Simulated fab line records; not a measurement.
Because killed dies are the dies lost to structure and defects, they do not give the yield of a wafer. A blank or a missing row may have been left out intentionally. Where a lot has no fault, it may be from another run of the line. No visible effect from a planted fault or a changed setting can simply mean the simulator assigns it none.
A struck lot beside a sound one + flow berkeley-cmos170 + 32 steps out of a route of 331
Sound: the wafers L141.3, L141.4, L141.6. Wafers L145.3, L145.4, L145.5 were the ones struck. At the end, the cause is stated.
For every step that has rows: the tool of each side, followed by ch and its chambers, followed by its first start. Under that, the readings that differ: sound wafers + struck wafers + difference of the means + sigmas: that difference in standard deviations of wafers without a fault.
alike: readings with means less than 2 such deviations apart, plus words and numbers identical on both sides. not compared: withheld readings, readings lacking a value on some wafer, bounds such as >300 that could conceal the same value, and numbers that have no deviation in the record and whose values overlap.
Wherever a step has rows on one side only, a row that says differs or no value, or a row with sigmas, the two part there. Numbers that have no deviation but don't overlap get no sigmas and don't part them. A reading that every wafer of one side lacks parts them only if that side has two wafers or more.

UCB170_SDANNEAL_RTA_01: time 5 s.
  sound on rtp-anneal-01 ch 0, day 8 14:08; struck on rtp-anneal-01 ch 0, day 9 17:23
  alike: anneal-temp-c-max, lamp-power-pct, wafer_temp_C_max
UCB170_SDANNEAL_RS_MEAS_02: measures by four-point-probe.
  struck on film-metro-01, day 9 17:27; sound on film-metro-02, day 8 14:13
  alike: PSD_RS
UCB170_SDANNEAL_RS_MEAS_03: measures by four-point-probe.
  struck on film-metro-01, day 9 17:34; sound on film-metro-02, day 8 14:20
  alike: NSD_RS
UCB170_SDANNEAL_RS_MEAS_04: measures by four-point-probe.
  struck on film-metro-01, day 9 17:41; sound on film-metro-02, day 8 14:27
  alike: PLDD_RS
UCB170_SDANNEAL_RS_MEAS_05: measures by four-point-probe.
  struck on film-metro-01, day 9 17:49; sound on film-metro-02, day 8 14:34
  alike: NLDD_RS
then, 2 steps without rows for these wafers: UCB170_SILICIDE_PRE_CLEAN_00 (preclean etch time 60 s); UCB170_SILICIDE_SPUTTER_01 (material Ti, target thk 30 nm, time 25 s).
UCB170_SILICIDE_RS_MEAS_02: measures by four-point-probe.
  struck on film-metro-02, day 9 18:02; sound on film-metro-03, day 8 14:47
  alike: SILICIDE_TI_RS
UCB170_SILICIDE_THK_MEAS_03: measures by xrf.
  struck on film-metro-02, day 9 18:08; sound on film-metro-03, day 8 14:53
  alike: SILICIDE_TI_THK
then, 3 steps without rows for these wafers: UCB170_SILICIDE_RTA_04 (time 15 s); UCB170_SILICIDE_WET_ETCH_05 (etches Ti in SPM, time 45 s); UCB170_CONTACT_CLEAN_00 (cleans in SPM, time 600 s).
UCB170_CONTACT_CVD_01: deposits PSG from SiH4/O2/PH3, target thk 700 nm, time 2820 s.
  sound on lpcvd-02 ch 0, day 8 15:29; struck on lpcvd-01 ch 1, day 9 19:18
| reading                                 | sound             | struck         | difference | sigmas |
|-----------------------------------------|-------------------|----------------|------------|--------|
| model.PSG_of_CONTACT_CVD_01.thk-nm (nm) | 701.9 708.4 703.6 | 1167 1161 1162 | +459       |        |
  alike: sih4-flow-sccm, zone-power-load-pct
UCB170_CONTACT_THK_MEAS_02:
  struck on film-metro-01, day 9 21:07; sound on film-metro-02, day 8 17:18
| reading              | sound       | struck         | difference | sigmas |
|----------------------|-------------|----------------|------------|--------|
| CONTACT_PSG_THK (nm) | 702 708 704 | 1167 1162 1162 | +459       | +72    |
then, 5 steps without rows for these wafers: UCB170_CONTACT_HMDS_03 (prime time 60 s); UCB170_CONTACT_COAT_04 (resist thk 900 nm); UCB170_CONTACT_SOFTBAKE_05 (time 60 s); UCB170_CONTACT_STRIP_06 (strips in O2); UCB170_CONTACT_CLEAN_07 (cleans in SPM, time 600 s).
UCB170_CONTACT_RTA_08: time 10 s.
  sound on rtp-anneal-02 ch 0, day 8 18:05; struck on rtp-anneal-01 ch 0, day 9 21:55
| reading            | sound          | struck         | difference | sigmas |
|--------------------|----------------|----------------|------------|--------|
| lamp-power-pct (%) | 22.4 22.4 22.4 | 27.2 27.2 27.2 | +4.8       | +2     |
  alike: anneal-temp-c-max, wafer_temp_C_max
then, 2 steps without rows for these wafers: UCB170_CONTACT_COAT_09; UCB170_CONTACT_COAT_10 (resist thk 900 nm).
UCB170_CONTACT_SOFTBAKE_11: time 62.78 s.
  sound on litho-track-01 ch 0; struck on litho-track-03 ch 0
  alike: plate-sensor-t-centre-C, plate-sensor-t-edge-C
then, 3 steps without rows for these wafers: UCB170_CONTACT_EXPOSE_12 (exposes mask CONT, target cd 700 nm); UCB170_CONTACT_PEB_13; UCB170_CONTACT_DEVELOP_14 (develop time 45 s).
UCB170_CONTACT_CD_MEAS_15 targets a cd of 700 nm.
  struck on cd-sem-02, day 9 23:23; sound on cd-sem-02, day 8 19:20
  alike: cd-nm
UCB170_CONTACT_OVL_MEAS_16:
  struck on overlay-01, day 9 23:29; sound on overlay-01, day 8 19:26
  alike: CONTACT_OVL
UCB170_CONTACT_ETCH_17: etches BARC in N2/H2.
  sound on rie-diel-01 ch 0,2,3, day 8 19:28; struck on rie-diel-03 ch 2,3, day 9 23:30
| reading               | sound             | struck            | difference | sigmas |
|-----------------------|-------------------|-------------------|------------|--------|
| oes-product-au (a.u.) | 0.997 1.017 0.992 | 0.972 0.993 0.966 | -0.025     | -2     |
  alike: drypump-motor-current-A, throttle-valve-pct
UCB170_CONTACT_ETCH_18: etches PSG in CHF3/CF4/Ar, stops on TiSi2, target depth 840 nm, time 195 s.
  sound on rie-diel-01 ch 0,2,3; struck on rie-diel-03 ch 2,3
| reading                             | sound             | struck            | difference | sigmas |
|-------------------------------------|-------------------|-------------------|------------|--------|
| oes-product-au (a.u.)               | 0.895 0.905 0.871 | 0.979 0.988 0.990 | +0.095     | +8     |
| model.CONTACT.feature-depth-nm (nm) | 701.9 708.4 703.6 | 813.6 824.2 822.8 | +115.6     |        |
| model.etch.depth-nm (nm)            | 701.9 708.4 703.6 | 813.6 824.2 822.8 | +115.6     |        |
  alike: cf4-flow-sccm, drypump-motor-current-A, throttle-valve-pct
  not compared: rf-hours-counter-h
UCB170_CONTACT_STRIP_19: strips in O2.
  sound on plasma-asher-03 ch 0,1, day 8 19:40; struck on plasma-asher-04 ch 0,1, day 9 23:43
  alike: drypump-motor-current-A, oes-product-au
  not compared: rf-hours-counter-h
UCB170_M3_PROBE_99:
  only the struck wafers here have rows in the record (prober-02, day 10 19:53); the sound ones have none

## WHERE THEY PART
Earliest at UCB170_CONTACT_THK_MEAS_02; latest, in this record, at UCB170_M3_PROBE_99.

WHY: what had been put in by the simulator
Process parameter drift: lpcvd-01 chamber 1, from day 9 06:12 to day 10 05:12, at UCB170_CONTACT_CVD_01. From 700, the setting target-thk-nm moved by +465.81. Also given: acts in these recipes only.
